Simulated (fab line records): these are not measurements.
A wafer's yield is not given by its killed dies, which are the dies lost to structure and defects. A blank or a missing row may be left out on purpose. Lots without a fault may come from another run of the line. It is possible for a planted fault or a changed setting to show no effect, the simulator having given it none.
A lot that was struck, set against a sound lot	flow berkeley cmos170	14 steps out of a route of 331
Sound: the wafers L177.4, L177.5, L177.6. Struck: wafers L186.1, L186.2, L186.3. The cause comes at the end.
Order at every step that has rows: each side's tool, ch and its chambers, its first start. Under that, the readings that differ: sound wafers	struck wafers	difference of the means	sigmas: that difference in standard deviations of wafers without a fault.
alike: words and numbers the same on both sides, and readings whose means are apart by under 2 such deviations; not compared: readings that were withheld, readings missing a value for some wafer, numbers with overlapping values and no deviation given by the record, and bounds like >300 which may hide the same value.
A row with sigmas, a row that says differs or no value, or rows on one side alone: a step with any of these is where the two part. Numbers that have no deviation but don't overlap get no sigmas and don't part them. A reading that every wafer of one side lacks parts them only if that side has two wafers or more.

first, 3 steps without rows for these wafers: UCB170_PWELL_EXPOSE_10 (exposes mask PWELL, target cd 3000 nm); UCB170_PWELL_PEB_11; UCB170_PWELL_DEVELOP_12 (develop time 45 s).
UCB170_PWELL_OVL_MEAS_13:
  sound on overlay-01 at day 2 21:58; struck on overlay-01 at day 4 18:44
  alike: PWELL_OVL
UCB170_PWELL_ETCH_14: etches Si3N4 in CH3F/Ar/O2, stops on SiO2, target depth 242 nm, time 151 s.
  sound on rie diel-04 ch 2,3, day 2 21:59; struck on rie diel-02 ch 1,2,3, day 4 18:46
  alike: drypump motor current A, oes product au, throttle valve pct
  not compared: rf hours counter h
next, for these wafers, 1 step has no rows: UCB170_PWELL_IMPLANT_15.
UCB170_PWELL_STRIP_16: strips in O2.
  sound on plasma asher-03 ch 0,1, day 2 22:17; struck on plasma asher-03 ch 0,1, day 4 19:01
  alike: drypump motor current A, oes product au, strip time to endpoint s
  not compared: rf hours counter h
UCB170_PWELL_TW_MEAS_17:
  sound on film metro-01 at day 2 22:22; struck on film metro-01 at day 4 19:07
  alike: PWELL_TW
then, 4 steps without rows for these wafers: UCB170_PWELL_CLEAN_18 (cleans in SPM, time 600 s); UCB170_PWELL_WET_ETCH_19 (etches Si3N4 in H3PO4, time 14400 s); UCB170_PWELL_WET_ETCH_20 (etches SiO2 in BOE, time 22 s); UCB170_WELLDRIVE_CLEAN_00 (cleans in SPM, time 600 s).
UCB170_WELLDRIVE_OXIDATION_01: target thk 199 nm, ox time 9000 s.
  sound on furnace-02 ch 0, day 3 08:05; struck on furnace-04, day 5 03:28
  no value came back on the struck wafers for ox temp c (C), ox temp c max, spike tc centre C (C); on the sound wafers ox temp c (C) reads 1100.3 1100.3 1100.2
then, 1 step without rows for these wafers: UCB170_WELLDRIVE_ANNEAL_03 (time 900 s).

WHERE THEY PART
Only at UCB170_WELLDRIVE_OXIDATION_01, as far as this record shows.

WHY: what the simulator had put in
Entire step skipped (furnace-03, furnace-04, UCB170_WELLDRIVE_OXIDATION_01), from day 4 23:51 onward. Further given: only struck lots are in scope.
